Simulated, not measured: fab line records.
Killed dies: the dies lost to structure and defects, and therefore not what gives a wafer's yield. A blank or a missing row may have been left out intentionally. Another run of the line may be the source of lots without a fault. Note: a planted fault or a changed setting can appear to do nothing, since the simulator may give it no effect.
Struck lot and sound lot, side by side | flow ritCmos | 19 steps out of a route of 202
Sound: these wafers, L331.2, L331.4, L331.6. Wafers L334.2, L334.3, L334.5 were the ones struck. At the end, the cause is stated.
At each step with rows: each side's tool, then ch and its chambers, then its first start. Under that, the readings that differ: sound wafers | struck wafers | difference of the means | sigmas: that difference in standard deviations of wafers without a fault.
alike: readings whose means differ by less than 2 such deviations, and words and numbers that are the same on both sides. not compared: withheld readings, readings that some wafer has no value for, bounds like >300 that may hide the same value, and numbers for which the record gives no deviation and whose values overlap.
A row with sigmas, a row that says differs or no value, or rows on one side alone: a step with any of these is where the two part. Numbers that don't overlap but have no deviation are shown without sigmas and don't part them. A reading missing from all wafers of one side parts the sides only when that side holds two or more wafers.

RIT_CONTACT_STRIP_12: strips in O2, time 175.2 s.
  sound on plasmaAsher-01 ch 0,1, day 7 07:49; struck on plasmaAsher-01 ch 0,1, day 7 17:43
  alike: drypumpMotorCurrentA
  not compared: rfHoursCounterH
RIT_CONTACT_CD_MEAS_90: the cd target is 1000 nm.
  sound: cdSem-02 at day 7 08:01; struck: cdSem-02 at day 7 17:55
  alike: cdNm
then, 2 steps without rows for these wafers: RIT_CONTACT_CLEAN_13 (cleans in SC1, time 600 s); RIT_CONTACT_CLEAN_14 (cleans in SC2, time 600 s).
RIT_M1_SPUTTER_00: material Al, target thk 400 nm, time 500 s.
  sound: pvdSputter-03 at day 7 08:28; struck: pvdSputter-04 at day 7 18:26
  alike: throttleValvePct
RIT_M1_RS_MEAS_01: a four-point-probe measurement.
  sound: filmMetro-01 at day 7 08:47; struck: filmMetro-04 at day 7 18:45
reading           | sound                | struck               | difference | sigmas
M1_AL_RS (ohm/sq) | 0.0737 0.0747 0.0754 | 0.0717 0.0730 0.0722 | -0.0023    | -3
RIT_M1_THK_MEAS_02: measures by xrf.
  sound: filmMetro-01 at day 7 08:54; struck: filmMetro-04 at day 7 18:52
reading        | sound       | struck      | difference | sigmas
M1_AL_THK (nm) | 388 381 381 | 403 392 399 | +15        | +3
then, 5 steps without rows for these wafers: RIT_M1_HMDS_03 (prime time 60 s); RIT_M1_COAT_04 (resist thk 1300 nm); RIT_M1_SOFTBAKE_05 (time 60 s); RIT_M1_EXPOSE_06 (exposes mask M12, target cd 2600 nm); RIT_M1_PEB_07.
RIT_M1_DEVELOP_08: develop time 68 s.
  sound on lithoTrack-04 ch 0, day 7 09:00; struck on lithoTrack-03 ch 0, day 7 19:00
  alike: chillPlateTempC
RIT_M1_CD_MEAS_09: the cd target is 2600 nm.
  sound: cdSem-02 at day 7 09:51; struck: cdSem-02 at day 7 20:06
reading   | sound                | struck               | difference | sigmas
cdNm (nm) | 2597.1 2597.1 2598.5 | 2578.7 2577.1 2579.0 | -19.3      | -8
RIT_M1_OVL_MEAS_10:
  sound: overlay-02 at day 7 09:57; struck: overlay-01 at day 7 20:12
  alike: M1_OVL
then, 1 step without rows for these wafers: RIT_M1_HARDBAKE_11 (time 120 s).
RIT_M1_METAL_ETCH_12: etches Al in Cl2/BCl3, stops on SiO2, time 165 s, target depth 600 nm.
  sound on rieMetal-03 ch 1, day 7 10:14; struck on rieMetal-01 ch 0, day 7 20:35
reading                  | sound          | struck         | difference | sigmas
drypumpMotorCurrentA (A) | 5.5 5.5 5.5    | 6.4 6.4 6.4    | +0.9       | +3
model.M1.cdNm (nm)       | 2596 2596 2596 | 2579 2578 2579 | -17        | 
  alike: oesProductAu, throttleValvePct
  not compared: rfHoursCounterH
then, 1 step without rows for these wafers: RIT_M1_STRIP_13 (strips in nmp, time 600 s).
RIT_M1_PROBE_99:
  sound: prober-01 at day 7 12:33; struck: prober-01 at day 8 00:09
reading                     | sound          | struck         | difference | sigmas
model.etest.m1.widthNm (nm) | 2596 2592 2595 | 2582 2574 2583 | -15        | 
  alike: defectLimitedYield, killedAtContacts, killedAtFrontEnd, killedDies, killedOpen, killedShort, sort_bin_3_pad_short, sort_bin_5_function, sort_bin_6_memory, sortNPass, sortYieldPct

== WHERE THEY PART ==
At RIT_M1_RS_MEAS_01 first; at RIT_M1_METAL_ETCH_12 last (within this record only). Later steps at which nothing parts them and some readings are alike: RIT_M1_PROBE_99.

WHY: whatever the simulator had introduced
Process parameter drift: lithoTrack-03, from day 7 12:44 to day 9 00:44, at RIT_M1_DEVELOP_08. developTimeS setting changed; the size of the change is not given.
